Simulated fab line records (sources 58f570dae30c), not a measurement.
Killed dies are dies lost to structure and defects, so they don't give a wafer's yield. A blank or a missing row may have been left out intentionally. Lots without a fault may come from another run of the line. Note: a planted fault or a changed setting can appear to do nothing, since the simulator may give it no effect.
Which tool did it? -- flow berkeleyCmos170 -- 15 lots with 45 wafers sampled at 3 steps, on a route of 331 steps

== WHAT THE GAUGES READ, wafer by wafer ==
UCB170_ACTIVE_THK_MEAS_06.
lot,measured,on,ACTIVE_NITRIDE_THK (nm)
L604,day 4 14:07,filmMetro-03,215.1 212.7 214.3
L605,day 4 17:14,filmMetro-01,218.0 218.6 218.4
L607,day 5 00:23,filmMetro-04,222.0 221.6 224.4
L608,day 5 15:04,filmMetro-03,217.8 218.5 221.1
L610,day 5 15:01,filmMetro-03,218.7 219.7 220.1
L611,day 6 09:18,filmMetro-03,219.4 219.2 218.7
L612,day 6 13:52,filmMetro-04,218.3 219.0 219.1
L613,day 6 13:51,filmMetro-01,222.8 222.5 222.0
L615,day 6 19:03,filmMetro-01,219.5 220.2 220.9
L624,day 8 13:58,filmMetro-03,224.3 221.0 223.1
L625,day 8 13:58,filmMetro-04,219.7 221.0 220.2
L626,day 8 14:01,filmMetro-04,222.6 223.0 222.3

== EACH LOT AND THE TOOL THAT RAN IT (in order: tool; ch and the chambers of the sampled wafers; start) ==
lot,UCB170_ZERO_ETCH_06,UCB170_NWELL_WET_ETCH_00
L604,"rieDiel-03 ch 0,1,2, day 1 22:23","wetBench-02 ch 3, day 2 02:13"
L605,"rieDiel-02 ch 0,2,3, day 2 05:14","wetBench-01 ch 1, day 2 06:34"
L607,"rieDiel-03 ch 1,3, day 2 13:54","wetBench-01 ch 2, day 2 14:01"
L608,"rieDiel-01 ch 0,1,3, day 2 21:30","wetBench-02 ch 2, day 2 21:37"
L610,"rieDiel-01 ch 0,1,3, day 3 03:19","wetBench-04 ch 3, day 3 03:32"
L611,"rieDiel-01 ch 0,2,3, day 3 13:54","wetBench-02 ch 1, day 3 14:02"
L612,"rieDiel-02 ch 0,2, day 3 23:08","wetBench-02 ch 1, day 3 23:16"
L613,"rieDiel-03 ch 0,1,3, day 3 23:26","wetBench-01 ch 1, day 3 23:37"
L615,"rieDiel-01 ch 2,3, day 4 07:17","wetBench-01 ch 2, day 4 07:25"
L618,"rieDiel-03 ch 0,1,3, day 5 00:38","wetBench-01 ch 2, day 5 00:46"
L619,"rieDiel-02 ch 1,2,3, day 5 04:58","wetBench-01 ch 2, day 5 05:05"
L620,"rieDiel-03 ch 0,1,3, day 5 11:02","wetBench-02 ch 1, day 5 12:04"
L624,"rieDiel-01 ch 0,2,3, day 6 05:01","wetBench-02 ch 3, day 6 06:40"
L625,"rieDiel-01 ch 0,1,3, day 6 11:40","wetBench-04 ch 2, day 6 11:50"
L626,"rieDiel-01 ch 1,2, day 6 12:05","wetBench-04 ch 0, day 6 12:12"
- UCB170_ZERO_ETCH_06: etches SiO2 in CHF3/CF4/Ar, time 12 s.
- UCB170_NWELL_WET_ETCH_00: etches SiO2 in dHF, time 200 s.

== WHAT THE TOOLS THEMSELVES READ (means of the sampled wafers that have a number; where no wafer has one, the mark that the record gives instead) ==
UCB170_ZERO_ETCH_06.
lot,tool,CHF3_flow_sccm (sccm),cf4FlowSccm (sccm),drypumpMotorCurrentA (A),oesProductAu (a.u.),throttleValvePct (%)
L604,rieDiel-03,49.87,9.984,5.4,0.608,9.23
L605,rieDiel-02,49.98,10.013,5.9,0.617,9.30
L607,rieDiel-03,49.96,9.982,5.7,0.611,9.28
L608,rieDiel-01,50.08,10.009,5.6,0.621,9.14
L610,rieDiel-01,50.07,9.955,5.6,0.617,9.14
L611,rieDiel-01,49.80,10.031,5.7,0.620,9.25
L612,rieDiel-02,50.11,9.951,5.9,0.622,9.32
L613,rieDiel-03,49.91,10.005,5.8,0.611,9.28
L615,rieDiel-01,50.09,9.989,6.0,0.614,9.21
L618,rieDiel-03,49.98,10.015,5.7,0.610,9.28
L619,rieDiel-02,49.87,9.992,6.0,0.612,9.31
L620,rieDiel-03,50.08,10.025,5.7,0.605,9.28
L624,rieDiel-01,49.91,9.997,5.7,0.621,9.25
L625,rieDiel-01,49.99,10.042,5.6,0.615,9.14
L626,rieDiel-01,50.03,10.014,6.1,0.602,9.17

UCB170_NWELL_WET_ETCH_00.
lot,tool,bathHeatDutyPct (%),runLengthS (s),tempC (C)
L604,wetBench-02,7.3,226,24.95
L605,wetBench-01,7.1,224,25.04
L607,wetBench-01,6.7,227,24.89
L608,wetBench-02,5.3,233,24.97
L610,wetBench-04,7.5,227,24.94
L611,wetBench-02,5.9,226,24.91
L612,wetBench-02,5.8,227,24.95
L613,wetBench-01,6.5,231,24.98
L615,wetBench-01,6.0,226,25.12
L618,wetBench-01,-,-,-
L619,wetBench-01,-,-,-
L620,wetBench-02,-,-,-
L624,wetBench-02,6.4,233,25.07
L625,wetBench-04,5.7,225,24.95
L626,wetBench-04,7.4,224,24.98

== THE ANSWER, worked out from the rows above alone ==
Rule: the lots themselves supply what counts as usual. Put in order of their means at a reading, lots are off if they are a third of the lots or fewer, leave a main group of 4 or more, and stand apart from it by a gap of 3 or more times the standard deviation of the main group's means; of several such gaps the widest counts. A main group whose means are all the same, to the digits that the tables above print for the reading, isn't used. Also off: a lot with no number at a reading for which 4 or more lots have one. Any other lot the step has rows for is counted as sound. The gauges are gone through in route order, then the tools' own readings, and for those a lot's mean is taken as printed above. The first step at which some lot is off is used, and at that step the reading that is off furthest; a lot without a number counts as furthest.
Off: L618, L619, L620, at UCB170_NWELL_WET_ETCH_00 (bathHeatDutyPct). Without a number there: L618, L619, L620. For the main group the mean is 6.5 % and the standard deviation 0.71.
A tool fits if, at that step or a process step before it, it ran every lot that is off, and no sound lot after the first of them. Of those tried, none fits.

== WHAT THE SIMULATOR HAD PUT IN ==
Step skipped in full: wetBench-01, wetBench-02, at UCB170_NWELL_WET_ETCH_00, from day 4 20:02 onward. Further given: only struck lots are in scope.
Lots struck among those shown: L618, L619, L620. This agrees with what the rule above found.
